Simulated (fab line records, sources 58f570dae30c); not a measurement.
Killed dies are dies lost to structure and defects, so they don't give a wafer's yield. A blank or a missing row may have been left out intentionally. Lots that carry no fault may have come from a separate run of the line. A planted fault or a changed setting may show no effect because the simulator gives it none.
2 desks, one fault | flow berkeley cmos170 | each desk has only its own numbers; what lay behind them comes last

== FROM THE METROLOGY DESK ==
Means of the sampled wafers that have a number, per lot and without regard to the tool the lot ran on: this is what the gauges read. Any lot whose mean is over 4 standard deviations away from the usual mean is out of limits and marked OUT; that distance is given in the brackets.
Columns: A = cd nm at UCB170_GATE_CD_MEAS_12, usual 349.8 nm; B = GATE_OVL at UCB170_GATE_OVL_MEAS_13, usual 0 nm; C = NLDD_OVL at UCB170_NLDD_OVL_MEAS_07, usual -5 nm; D = NLDD_TW at UCB170_NLDD_TW_MEAS_11, usual 2234; E = NLDD_RS at UCB170_SDANNEAL_RS_MEAS_05, usual 615.7 ohm/sq
lot  | first seen here | A     | B  | C  | D               | E
L206 | day 5 22:10     | 348.8 | -2 | -6 | 2235            | 614.6
L207 | day 6 15:34     | 350.7 | -6 | -4 | 2253            | 616.6
L208 | day 6 22:34     | 349.5 | -2 | 0  | 2228            | 616.8
L210 | day 7 06:14     | 349.6 | 2  | -4 | 2222            | 615.7
L209 | day 7 06:47     | 350.8 | 2  | -1 | 2253            | 616.3
L212 | day 7 08:31     | 349.7 | 0  | -4 | 2223            | 616.4
L214 | day 7 18:03     | 348.8 | 3  | -7 | 2231            | 615.4
L211 | day 7 18:36     | 347.0 | 9  | -2 | 2346 (+8.6) OUT | 541.8 (-57) OUT
L221 | day 8 22:49     | 347.9 | 0  | -5 | 2340 (+8.1) OUT | 539.6 (-59) OUT
L223 | day 9 06:23     | 349.7 | 9  | -7 | 2223            | 616.0
L228 | day 10 10:11    | 350.0 | 1  | 1  | 2238            | 617.3
L227 | day 10 10:27    | 351.9 | -8 | -4 | 2247            | 615.0
This desk finds L211, L221 out of limits, with the earliest case on L211 at day 7 23:44 (NLDD_TW at UCB170_NLDD_TW_MEAS_11). L206, L207, L208, L210, L209, L212, L214, L223, L228, L227: within limits.

== DESK OF THE TOOL OWNER: implanter-02 ==
UCB170_NLDD_IMPLANT_08, tool's own readings: per-lot mean of the sampled wafers with a number, covering each lot this tool ran. Any lot whose mean is over 4 standard deviations away from the usual mean is out of limits and marked OUT; that distance is given in the brackets.
Columns: A = dose ions cm2 at UCB170_NLDD_IMPLANT_08, usual 5e+13; B = faraday current uA at UCB170_NLDD_IMPLANT_08, usual 158; C = rotation deg at UCB170_NLDD_IMPLANT_08, usual 0.002 degrees
lot  | first seen here | A                       | B             | C
L209 | day 7 13:20     | 5e+13                   | 158           | -0.004
L212 | day 7 13:40     | 5e+13                   | 160           | -0.003
L211 | day 7 23:20     | 7e+13 (+99 or more) OUT | 225 (+21) OUT | 0.026
L221 | day 9 10:10     | 7e+13 (+99 or more) OUT | 226 (+21) OUT | -0.041
This desk's verdict: out of limits on L211, L221, starting with L211 at day 7 23:20 (dose ions cm2 at UCB170_NLDD_IMPLANT_08). L209, L212: within limits.

== ALL TOGETHER ==
The tool owner's desk could have raised an alarm at day 7 23:20, on L211, L221.
On L211, L221, the metrology desk was in a position to raise an alarm at day 7 23:44.
Every lot named ran UCB170_NLDD_IMPLANT_08 on implanter-02.

== WHAT HAD BEEN PUT IN BY THE SIMULATOR ==
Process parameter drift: implanter-02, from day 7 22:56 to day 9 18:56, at UCB170_NLDD_IMPLANT_08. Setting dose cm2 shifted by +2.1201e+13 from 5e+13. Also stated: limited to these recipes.
Shown lots that were struck: L211, L221.
Hours from the fault's start to each desk's first reading out of limits: the tool owner's desk, 0; the metrology desk, 1.
